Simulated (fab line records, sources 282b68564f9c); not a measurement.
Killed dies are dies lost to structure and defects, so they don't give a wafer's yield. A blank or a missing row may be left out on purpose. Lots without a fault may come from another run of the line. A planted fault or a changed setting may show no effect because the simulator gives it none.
One fault seen from 2 desks | flow rit_cmos | each desk has only its own numbers; what lay behind them comes last

THE TOOL OWNER'S DESK: rtp_anneal-01
The tool's own readings at RIT_SILICIDE_RTA_04 (time 10 s, ramp up 5 s, ramp down 5 s): means of the sampled wafers that have a number, for each lot that ran on this tool. A lot is out of limits, marked OUT, if its mean lies more than 4 standard deviations from the usual mean; the brackets give that distance.
Columns: A = anneal_temp_c_max at RIT_SILICIDE_RTA_04, usual 652.8; B = chamber_o2_ppm at RIT_SILICIDE_RTA_04, usual 1.999; C = wafer_temp_C_max at RIT_SILICIDE_RTA_04, usual 652.0
lot  | first seen here | A     | B                          | C
L840 | day 4 19:31     | 651.9 | 1.994                      | 652.0
L846 | day 6 00:26     | 652.2 | 2.026                      | 652.1
L852 | day 7 03:55     | 652.1 | 1502.000 (+99 or more) OUT | 651.7
L854 | day 7 14:50     | 653.4 | 1502.000 (+99 or more) OUT | 652.1
This desk's finding: out of limits on L852, L854; first on L852, day 7 03:55 (chamber_o2_ppm at RIT_SILICIDE_RTA_04). In limits: L840, L846.

THE METROLOGY DESK
What the gauges read, lot by lot, whatever tool the lot ran on: means of the sampled wafers that have a number. A lot is out of limits, marked OUT, if its mean lies more than 4 standard deviations from the usual mean; the brackets give that distance.
Columns: A = PSD_RS at RIT_SDANNEAL_RS_MEAS_04, usual 115.7 ohm/sq; B = NSD_RS at RIT_SDANNEAL_RS_MEAS_05, usual 84.49 ohm/sq; C = PLDD_RS at RIT_SDANNEAL_RS_MEAS_06, usual 178.4 ohm/sq; D = NLDD_RS at RIT_SDANNEAL_RS_MEAS_07, usual 151.6 ohm/sq; E = SILICIDE_TI_RS at RIT_SILICIDE_RS_MEAS_02, usual 47.8 ohm/sq; F = SILICIDE_TI_THK at RIT_SILICIDE_THK_MEAS_03, usual 29.79 nm
lot  | first seen here | A     | B     | C     | D     | E    | F
L833 | day 3 05:20     | 115.4 | 84.78 | 177.2 | 151.7 | 47.6 | 29.85
L839 | day 4 09:17     | 116.1 | 84.27 | 178.3 | 151.4 | 48.1 | 29.64
L840 | day 4 18:41     | 115.7 | 84.60 | 178.2 | 151.1 | 47.2 | 29.99
L846 | day 5 23:37     | 115.9 | 84.55 | 178.7 | 152.5 | 48.0 | 29.72
L852 | day 7 03:05     | 115.4 | 84.25 | 177.9 | 151.1 | 47.5 | 29.96
L854 | day 7 14:01     | 115.2 | 84.75 | 178.4 | 150.4 | 47.5 | 29.91
This desk's finding: nothing out of limits on any of the 6 lots.

PUT TOGETHER
The tool owner's desk could have raised an alarm at day 7 03:55, on L852, L854.
The metrology desk saw nothing out of limits.
The metrology desk has L852, L854 on record, within its limits.
Of the lots named, all ran RIT_SILICIDE_RTA_04 on rtp_anneal-01.

WHAT THE SIMULATOR HAD PUT IN
Process parameter drift: rtp_anneal-01, from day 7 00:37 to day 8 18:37, at RIT_SILICIDE_RTA_04. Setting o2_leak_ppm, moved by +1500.
Lots struck among those shown: L852, L854.
Hours from the fault's start to each desk's first reading out of limits: the tool owner's desk, 3.
